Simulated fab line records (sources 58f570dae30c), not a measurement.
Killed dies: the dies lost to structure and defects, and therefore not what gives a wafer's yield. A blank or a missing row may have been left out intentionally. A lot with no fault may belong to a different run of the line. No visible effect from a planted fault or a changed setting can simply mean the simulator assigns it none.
What tool caused it? -- flow berkeley_cmos170 -- Sampling: 15 lots, 45 wafers, 5 of 331 route steps

## WHAT EACH GAUGE READ, for each wafer
UCB170_NVT_OVL_MEAS_06.
lot,measured,on,NVT_OVL (nm)
L531,day 5 10:52,overlay-01,-2 -4 -7
L532,day 5 20:17,overlay-01,3 7 5
L534,day 6 08:58,overlay-02,-7 -3 0
L535,day 6 09:01,overlay-01,0 1 -3
L533,day 6 09:14,overlay-02,8 -2 3
L542,day 7 21:08,overlay-01,3 3 3
L544,day 8 08:05,overlay-01,1 -2 -1
L545,day 8 08:11,overlay-02,0 1 1
L543,day 8 08:28,overlay-01,-7 -9 1
L548,day 9 06:41,overlay-01,0 -7 -11
L547,day 9 06:57,overlay-01,-4 -14 2
L549,day 9 13:23,overlay-01,-2 3 -6
L551,day 10 02:26,overlay-01,2 -2 -4
L552,day 10 12:11,overlay-01,-9 -6 -9
L553,day 10 19:22,overlay-02,-2 -4 2

UCB170_FIELD_THK_MEAS_91.
lot,measured,on,FIELD_OXIDE_LEFT_2_THK (nm)
L531,day 5 13:04,film_metro-04,356 348 354
L532,day 5 22:14,film_metro-02,395 389 384
L534,day 6 10:55,film_metro-02,376 392 387
L535,day 6 11:08,film_metro-04,398 409 401
L533,day 6 11:28,film_metro-04,365 354 365
L542,day 7 23:04,film_metro-04,345 349 341
L544,day 8 10:49,film_metro-02,336 335 336
L545,day 8 11:02,film_metro-01,335 340 335
L543,day 8 11:26,film_metro-04,358 353 340
L548,day 9 08:39,film_metro-04,348 356 363
L547,day 9 08:55,film_metro-04,335 351 339
L549,day 9 17:04,film_metro-02,360 361 368
L551,day 10 04:21,film_metro-04,339 333 338
L552,day 10 14:06,film_metro-01,362 371 357
L553,day 10 22:14,film_metro-02,338 347 338

## EACH LOT AND THE TOOL THAT RAN IT (in order: tool; ch and the chambers of the sampled wafers; start)
lot,UCB170_NVT_STRIP_08,UCB170_PVT_STRIP_08,UCB170_GATE_WET_ETCH_00
L531,"plasma_asher-01 ch 0,1, day 5 11:04","plasma_asher-01 ch 0,1, day 5 12:51","wet_bench-04 ch 0, day 5 13:01"
L532,"plasma_asher-01 ch 0,1, day 5 20:28","plasma_asher-01 ch 0, day 5 21:59","wet_bench-04 ch 2, day 5 22:10"
L534,"plasma_asher-02 ch 0,1, day 6 09:11","plasma_asher-01 ch 0,1, day 6 10:42","wet_bench-03 ch 2, day 6 10:49"
L535,"plasma_asher-03 ch 0,1, day 6 09:12","plasma_asher-02 ch 0,1, day 6 10:54","wet_bench-03 ch 0, day 6 11:04"
L533,"plasma_asher-01 ch 0,1, day 6 09:25","plasma_asher-01 ch 0,1, day 6 11:08","wet_bench-03 ch 1, day 6 11:24"
L542,"plasma_asher-01 ch 0, day 7 21:19","plasma_asher-02 ch 0,1, day 7 22:50","wet_bench-02 ch 3, day 7 22:59"
L544,"plasma_asher-02 ch 0,1, day 8 08:16","plasma_asher-04 ch 0,1, day 8 10:35","wet_bench-04 ch 0, day 8 10:45"
L545,"plasma_asher-01 ch 0,1, day 8 08:22","plasma_asher-02 ch 0,1, day 8 10:49","wet_bench-04 ch 3, day 8 10:59"
L543,"plasma_asher-03 ch 0,1, day 8 08:39","plasma_asher-04 ch 0,1, day 8 11:11","wet_bench-04 ch 2, day 8 11:21"
L548,"plasma_asher-02 ch 0,1, day 9 06:53","plasma_asher-01 ch 0,1, day 9 08:26","wet_bench-04 ch 2, day 9 08:34"
L547,"plasma_asher-03 ch 0,1, day 9 07:08","plasma_asher-04 ch 0,1, day 9 08:41","wet_bench-02 ch 0, day 9 08:50"
L549,"plasma_asher-01 ch 1, day 9 13:34","plasma_asher-02 ch 0,1, day 9 16:36","wet_bench-03 ch 0, day 9 16:55"
L551,"plasma_asher-03 ch 0,1, day 10 02:38","plasma_asher-02 ch 0,1, day 10 04:08","wet_bench-02 ch 1, day 10 04:17"
L552,"plasma_asher-01 ch 0,1, day 10 12:22","plasma_asher-04 ch 0,1, day 10 13:52","wet_bench-04 ch 1, day 10 14:02"
L553,"plasma_asher-03 ch 0,1, day 10 19:34","plasma_asher-01 ch 0,1, day 10 22:02","wet_bench-04 ch 0, day 10 22:09"
- UCB170_NVT_STRIP_08: strips in O2.
- UCB170_PVT_STRIP_08: strips in O2.
- UCB170_GATE_WET_ETCH_00: etches SiO2 in dHF, time 200 s.

## AS READ BY THE TOOLS THEMSELVES (means over the sampled wafers that have a number; for cases with no such wafer, the mark the record gives instead)
UCB170_NVT_STRIP_08.
lot,tool,drypump_motor_current_A (A),oes_product_au (a.u.),strip_time_to_endpoint_s (s)
L531,plasma_asher-01,6.2,0.733,21.60
L532,plasma_asher-01,6.2,0.732,21.78
L534,plasma_asher-02,5.2,0.733,21.70
L535,plasma_asher-03,5.2,0.735,21.68
L533,plasma_asher-01,6.3,0.733,21.67
L542,plasma_asher-01,6.1,0.733,21.71
L544,plasma_asher-02,5.4,0.734,21.74
L545,plasma_asher-01,6.2,0.737,21.59
L543,plasma_asher-03,5.2,0.740,21.59
L548,plasma_asher-02,5.2,0.733,21.62
L547,plasma_asher-03,5.2,0.738,21.63
L549,plasma_asher-01,6.3,0.734,21.67
L551,plasma_asher-03,5.2,0.732,21.68
L552,plasma_asher-01,6.2,0.733,21.69
L553,plasma_asher-03,5.3,0.731,21.67

UCB170_PVT_STRIP_08.
lot,tool,drypump_motor_current_A (A),oes_product_au (a.u.),strip_time_to_endpoint_s (s)
L531,plasma_asher-01,6.2,0.733,21.66
L532,plasma_asher-01,6.1,0.737,21.68
L534,plasma_asher-01,6.3,0.737,21.67
L535,plasma_asher-02,5.2,0.732,21.64
L533,plasma_asher-01,6.2,0.735,21.60
L542,plasma_asher-02,5.4,0.732,21.68
L544,plasma_asher-04,6.0,0.735,21.61
L545,plasma_asher-02,5.2,0.738,21.63
L543,plasma_asher-04,5.8,0.735,21.65
L548,plasma_asher-01,6.2,0.737,21.71
L547,plasma_asher-04,5.8,0.733,21.61
L549,plasma_asher-02,5.2,0.737,21.65
L551,plasma_asher-02,5.2,0.736,21.70
L552,plasma_asher-04,6.0,0.730,21.68
L553,plasma_asher-01,6.2,0.734,21.66

UCB170_GATE_WET_ETCH_00.
lot,tool,bath_heat_duty_pct (%),run_length_s (s)
L531,wet_bench-04,7.3,226
L532,wet_bench-04,-,-
L534,wet_bench-03,-,-
L535,wet_bench-03,-,-
L533,wet_bench-03,6.3,224
L542,wet_bench-02,5.1,225
L544,wet_bench-04,7.7,226
L545,wet_bench-04,6.4,225
L543,wet_bench-04,5.5,225
L548,wet_bench-04,6.0,233
L547,wet_bench-02,6.3,225
L549,wet_bench-03,5.0,235
L551,wet_bench-02,5.4,227
L552,wet_bench-04,5.1,226
L553,wet_bench-04,7.5,228

## THE ANSWER, worked out from the rows above alone
Rule: what is usual is taken from the lots themselves. The widest of any qualifying gaps counts: lots, ordered by their means at a reading, are off when they make up no more than a third of the lots, leave a main group of 4 or more, and stand apart from it by 3 or more times the standard deviation of that group's means. A main group is skipped when, at the precision printed for the reading in the tables above, its means are all equal. A lot without any number at a reading at which 4 lots or more have one is off too. All remaining lots with rows at the step are treated as sound. The gauges are gone through in route order, then the tools' own readings, and for those a lot's mean is taken as printed above. The first step at which some lot is off is used, and at that step the reading that is off furthest; a lot without a number counts as furthest.
Off: L532, L534, L535, at UCB170_GATE_WET_ETCH_00 (bath_heat_duty_pct). Without a number there: L532, L534, L535. Main group: mean 6.1 %, sd 0.92.
A tool fits if, at that step or a process step before it, it ran every lot that is off, and no sound lot after the first of them. Not one of the candidates tried fits.

## WHAT THE SIMULATOR PUT IN
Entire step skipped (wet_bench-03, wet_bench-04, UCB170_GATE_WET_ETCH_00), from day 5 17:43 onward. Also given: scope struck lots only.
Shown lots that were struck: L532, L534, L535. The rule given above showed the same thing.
